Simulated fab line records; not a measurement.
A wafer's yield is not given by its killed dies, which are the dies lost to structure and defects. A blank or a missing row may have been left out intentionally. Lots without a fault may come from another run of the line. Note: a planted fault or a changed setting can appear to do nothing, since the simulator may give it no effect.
fab line records | flow berkeley-cmos170 | part 2 of 2: steps 32 to 43 of 43
record lots=5 | wafers=15 | last-day=13
route steps=331 shown PLDD@150 NLDD@158 SPACER@171 PSD@175 NSD@187
lots untouched by any fault: they come from a run of this same line in which no faults occurred
start-h: hours from the record's opening day to when the first of the lot's shown wafers began | wait-h: how many hours have passed since the lot's step before this one | " same as the row above | L1.1+2: one row covering several wafers at once | - either no value or no given start | * or withheld: withheld | < > ~ a bound
route shown NAME@n: a module of which the file shows steps, and the number in the route of the first | usual: average and standard deviation across the fault-free wafers | same: alike in all rows | chamber/n: place in a boat | sites: the reading at each site | _std_site: their standard deviation | _edge_site: the outer-site mean with the inner-site mean subtracted | radius-mm: for every site, how far away it sits from the centre of the wafer | mask NAME#n: copy n | behind: the tool/chamber that last shaped the wafer | hold: cause of the lot's hold/its duration in hours/its outcome | device: names the non-switching transistor (n, p or np) | end of line: tests of these same wafers at the route's end | a step given without rows: its recipe and nothing more | killed: count of dies lost to structure and defects at first sort (not the wafer's yield) | map: per-die view of a wafer (x killed, . not killed, _ where there is no die)
set.NAME: the setting the step ran with; set.NAME@STEP: the setting that earlier step ran with | model.NAME: the simulator's own value behind a step, which no gauge read
lots at some steps of the route; a table a step, a row a wafer
services: the hour from which a tool's chamber was out of use, counted from the record's first day as start-h (under 0 if before that day), plus the number of hours and why
## steps
# step UCB170_PSD_CD_MEAS_06
# recipe target-cd-nm=1200
# usual cd-nm=1200.3/1.7
lot.wafer | tool      | chamber | start-h | wait-h | cd-nm
L074.1    | cd-sem-02 | -       | 168.86  | -      | 1201.2
L074.3    | "         | -       | "       | "      | 1202.0
L074.5    | "         | -       | "       | "      | 1201.5
L075.1    | cd-sem-02 | -       | 175.92  | -      | 1196.7
L075.5    | "         | -       | "       | "      | 1197.3
L075.6    | "         | -       | "       | "      | 1197.8
L085.1    | cd-sem-01 | -       | 215.48  | -      | 1200.8
L085.2    | "         | -       | "       | "      | 1200.8
L085.4    | "         | -       | "       | "      | 1201.9
L090.1    | cd-sem-01 | -       | 253.98  | -      | 1198.5
L090.5    | "         | -       | "       | "      | 1199.4
L090.6    | "         | -       | "       | "      | 1198.2
L096.2    | cd-sem-01 | -       | 275.46  | -      | 1199.8
L096.4    | "         | -       | "       | "      | 1198.6
L096.5    | "         | -       | "       | "      | 1200.6
# step UCB170_PSD_OVL_MEAS_07
# usual PSD_OVL=0/5.3
lot.wafer | tool       | chamber | start-h | wait-h | PSD_OVL[nm]
L074.1    | overlay-01 | -       | 168.98  | 0.1    | -4
L074.3    | "          | -       | "       | "      | 0
L074.5    | "          | -       | "       | "      | 4
L075.1    | overlay-02 | -       | 176.04  | 0.1    | 0
L075.5    | "          | -       | "       | "      | 3
L075.6    | "          | -       | "       | "      | 0
L085.1    | overlay-01 | -       | 215.60  | 0.1    | 2
L085.2    | "          | -       | "       | "      | 0
L085.4    | "          | -       | "       | "      | 2
L090.1    | overlay-01 | -       | 254.10  | 0.1    | -13
L090.5    | "          | -       | "       | "      | -4
L090.6    | "          | -       | "       | "      | -1
L096.2    | overlay-01 | -       | 275.57  | 0.1    | 0
L096.4    | "          | -       | "       | "      | 3
L096.5    | "          | -       | "       | "      | 0
# step UCB170_PSD_IMPLANT_08
# recipe species=B | dose-cm2=3e+15 | energy-kev=20 | tilt-deg=7
# usual faraday-current-uA=9243/190
lot.wafer | tool         | chamber | start-h | wait-h | faraday-current-uA
L074.1    | implanter-02 | 0       | 169.01  | 0.0    | 8920
L074.3    | "            | 0       | "       | "      | 9198
L074.5    | "            | 0       | "       | "      | 9471
L075.1    | implanter-04 | 0       | 176.08  | 0.0    | 9095
L075.5    | "            | 0       | "       | "      | 9059
L075.6    | "            | 0       | "       | "      | 9181
L085.1    | implanter-03 | 0       | 215.64  | 0.0    | 9013
L085.2    | "            | 0       | "       | "      | 9043
L085.4    | "            | 0       | "       | "      | 9391
L090.1    | implanter-02 | 0       | 254.14  | 0.0    | 9138
L090.5    | "            | 0       | "       | "      | 9302
L090.6    | "            | 0       | "       | "      | 9001
L096.2    | implanter-03 | 0       | 275.63  | 0.0    | 9327
L096.4    | "            | 0       | "       | "      | 9290
L096.5    | "            | 0       | "       | "      | 9067
# step UCB170_PSD_STRIP_09
# recipe chemistry=O2 | power-w=400 | pressure-mtorr=3500 | platen-temp-c=withheld | o2-flow-sccm=400 | overash-fraction=0.5
# usual drypump-motor-current-A=5.68/0.26 | oes-product-au=0.600/0.0047 | strip-time-to-endpoint-s=29.40/0.084
lot.wafer | tool            | chamber | start-h | wait-h | drypump-motor-current-A | oes-product-au | rf-hours-counter-h | strip-time-to-endpoint-s
L074.1    | plasma-asher-01 | 1       | 169.16  | 0.1    | 5.29                    | 0.597          | 37                 | 29.47
L074.3    | "               | 0       | "       | "      | 5.32                    | 0.595          | -                  | 29.42
L074.5    | "               | 1       | "       | "      | 5.32                    | 0.605          | -                  | 29.50
L075.1    | plasma-asher-03 | 1       | 176.23  | 0.1    | 6.03                    | 0.600          | 5                  | 29.53
L075.5    | "               | 1       | "       | "      | 5.99                    | 0.603          | -                  | 29.47
L075.6    | "               | 0       | "       | "      | 6.00                    | 0.592          | -                  | 29.57
L085.1    | plasma-asher-02 | 1       | 215.79  | 0.1    | 5.53                    | 0.600          | 50                 | 29.39
L085.2    | "               | 0       | "       | "      | 5.63                    | 0.601          | 50                 | 29.41
L085.4    | "               | 1       | "       | "      | 5.53                    | 0.600          | -                  | 29.43
L090.1    | plasma-asher-01 | 1       | 254.29  | 0.1    | 5.32                    | 0.604          | 45                 | 29.51
L090.5    | "               | 1       | "       | "      | 5.33                    | 0.606          | -                  | 29.47
L090.6    | "               | 0       | "       | "      | 5.30                    | 0.592          | -                  | 29.48
L096.2    | plasma-asher-03 | 1       | 275.75  | 0.1    | 5.97                    | 0.594          | 17                 | 29.33
L096.4    | "               | 1       | "       | "      | 5.98                    | 0.596          | -                  | 29.37
L096.5    | "               | 0       | "       | "      | 5.89                    | 0.598          | -                  | 29.33
# step UCB170_PSD_TW_MEAS_10
# usual PSD_TW=2332/9.9
lot.wafer | tool          | chamber | start-h | wait-h | PSD_TW
L074.1    | film-metro-02 | -       | 169.26  | 0.1    | 2339
L074.3    | "             | -       | "       | "      | 2332
L074.5    | "             | -       | "       | "      | 2329
L075.1    | film-metro-04 | -       | 176.33  | 0.1    | 2324
L075.5    | "             | -       | "       | "      | 2329
L075.6    | "             | -       | "       | "      | 2317
L085.1    | film-metro-04 | -       | 215.89  | 0.1    | 2327
L085.2    | "             | -       | "       | "      | 2324
L085.4    | "             | -       | "       | "      | 2333
L090.1    | film-metro-02 | -       | 254.39  | 0.1    | 2303
L090.5    | "             | -       | "       | "      | 2319
L090.6    | "             | -       | "       | "      | 2327
L096.2    | film-metro-03 | -       | 275.86  | 0.1    | 2351
L096.4    | "             | -       | "       | "      | 2337
L096.5    | "             | -       | "       | "      | 2328
# step UCB170_PSD_CLEAN_11
# recipe chemistry=SPM | temp-c=120 | time-s=600
lot.wafer  | tool         | chamber | start-h | wait-h
L074.1+3+5 | wet-bench-03 | 3       | 170.05  | 0.8
L075.1+5+6 | wet-bench-02 | 0       | 176.39  | 0.1
L085.1+2+4 | wet-bench-01 | 0       | 215.95  | 0.1
L090.1+5+6 | wet-bench-03 | 2       | 254.56  | 0.2
L096.2+4+5 | wet-bench-03 | 2       | 275.91  | 0.0
# step UCB170_NSD_HMDS_00
# recipe prime-time-s=60 | prime-temp-c=100
lot.wafer  | tool           | chamber | start-h | wait-h
L074.1+3+5 | litho-track-01 | 0       | 170.24  | 0.0
L075.1+5+6 | litho-track-01 | 0       | 176.56  | 0.0
L085.1+2+4 | litho-track-03 | 0       | 216.38  | 0.2
L090.1+5+6 | litho-track-03 | 0       | 254.73  | 0.0
L096.2+4+5 | litho-track-03 | 0       | 276.36  | 0.3
# step UCB170_NSD_COAT_01
# recipe resist=KrF | spin-rpm=1500 | resist-thk-nm=900
lot.wafer  | tool           | chamber | start-h | wait-h
L074.1+3+5 | litho-track-01 | 0       | 170.39  | 0.1
L075.1+5+6 | litho-track-01 | 0       | 176.71  | 0.1
L085.1+2+4 | litho-track-03 | 0       | 216.53  | 0.1
L090.1+5+6 | litho-track-03 | 0       | 254.88  | 0.1
L096.2+4+5 | litho-track-03 | 0       | 276.51  | 0.1
# step UCB170_NSD_SOFTBAKE_02
# recipe resist=KrF | temp-c=130 | time-s=60
lot.wafer  | tool           | chamber | start-h | wait-h
L074.1+3+5 | litho-track-01 | 0       | 170.54  | 0.1
L075.1+5+6 | litho-track-01 | 0       | 176.86  | 0.1
L085.1+2+4 | litho-track-03 | 0       | 216.68  | 0.1
L090.1+5+6 | litho-track-03 | 0       | 255.03  | 0.1
L096.2+4+5 | litho-track-03 | 0       | 276.66  | 0.1
# step UCB170_NSD_EXPOSE_03
# recipe mask-id=NSELECT_MOD | na=0.5 | sigma-outer=0.6 | source-shape=conventional | target-cd-nm=1200 | dose-mj=30
# usual reticle-temp-C=23.00/0.12
lot.wafer | tool           | chamber | start-h | wait-h | mask          | reticle-temp-C
L074.1    | krf-scanner-02 | 0       | 170.81  | 0.2    | NSELECT_MOD#0 | 22.86
L074.3    | "              | 0       | "       | "      | NSELECT_MOD#0 | 22.86
L074.5    | "              | 0       | "       | "      | NSELECT_MOD#0 | 23.06
L075.1    | krf-scanner-02 | 0       | 177.01  | 0.1    | NSELECT_MOD#0 | 22.91
L075.5    | "              | 0       | "       | "      | NSELECT_MOD#0 | 22.91
L075.6    | "              | 0       | "       | "      | NSELECT_MOD#0 | 22.89
L085.1    | krf-scanner-01 | 0       | 216.96  | 0.2    | NSELECT_MOD#0 | 22.96
L085.2    | "              | 0       | "       | "      | NSELECT_MOD#0 | 23.09
L085.4    | "              | 0       | "       | "      | NSELECT_MOD#0 | 22.85
L090.1    | krf-scanner-01 | 0       | 255.37  | 0.3    | NSELECT_MOD#0 | 23.02
L090.5    | "              | 0       | "       | "      | NSELECT_MOD#0 | 23.00
L090.6    | "              | 0       | "       | "      | NSELECT_MOD#0 | 23.07
L096.2    | krf-scanner-01 | 0       | 276.93  | 0.2    | NSELECT_MOD#0 | 22.97
L096.4    | "              | 0       | "       | "      | NSELECT_MOD#0 | 22.88
L096.5    | "              | 0       | "       | "      | NSELECT_MOD#0 | 22.75
# step UCB170_NSD_PEB_04
# recipe peb-temp-c=130 | peb-time-s=withheld | resist=KrF
lot.wafer  | tool           | chamber | start-h | wait-h
L074.1+3+5 | litho-track-02 | 0       | 171.11  | 0.3
L075.1+5+6 | litho-track-01 | 0       | 177.13  | 0.1
L085.1+2+4 | litho-track-02 | 0       | 217.76  | 0.8
L090.1+5+6 | litho-track-02 | 0       | 255.63  | 0.2
L096.2+4+5 | litho-track-03 | 0       | 277.05  | 0.1
# step UCB170_NSD_DEVELOP_05
# recipe developer=TMAH | develop-time-s=45 | resist=KrF | dev-temp-c=21
lot.wafer  | tool           | chamber | start-h | wait-h
L074.1+3+5 | litho-track-02 | 0       | -       | -
L075.1+5+6 | litho-track-01 | 0       | -       | -
L085.1+2+4 | litho-track-02 | 0       | -       | -
L090.1+5+6 | litho-track-02 | 0       | -       | -
L096.2+4+5 | litho-track-03 | 0       | -       | -
## services
tool            | chamber | start-h | hours | kind
rie-diel-02     | -       | 149.87  | 28.1  | repair
implanter-01    | -       | 155.13  | 3.8   | pm
krf-scanner-01  | -       | 159.27  | 1.0   | pm
krf-scanner-01  | -       | 160.27  | 0.8   | pm
implanter-03    | -       | 166.25  | 1.4   | repair
wet-bench-03    | -       | 166.43  | 3.2   | repair
implanter-03    | -       | 167.60  | 4.5   | pm
rie-diel-02     | -       | 178.02  | 2.8   | pm
wet-bench-04    | -       | 181.50  | 1.9   | pm
wet-bench-01    | -       | 197.54  | 1.9   | repair
implanter-04    | -       | 200.71  | 3.6   | repair
krf-scanner-02  | -       | 201.23  | 1.2   | repair
implanter-01    | -       | 225.75  | 1.9   | repair
krf-scanner-01  | -       | 229.08  | 0.2   | repair
plasma-asher-01 | -       | 229.90  | 14.6  | pm
implanter-04    | -       | 230.72  | 10.4  | repair
plasma-asher-03 | -       | 236.05  | 0.7   | repair
krf-scanner-02  | -       | 236.32  | 4.8   | repair
krf-scanner-02  | -       | 241.16  | 1.3   | pm
krf-scanner-02  | -       | 242.46  | 1.0   | pm
implanter-02    | -       | 246.55  | 0.7   | repair
implanter-03    | -       | 249.25  | 0.8   | repair
krf-scanner-01  | -       | 257.51  | 1.3   | pm
implanter-01    | -       | 274.94  | 2.4   | repair
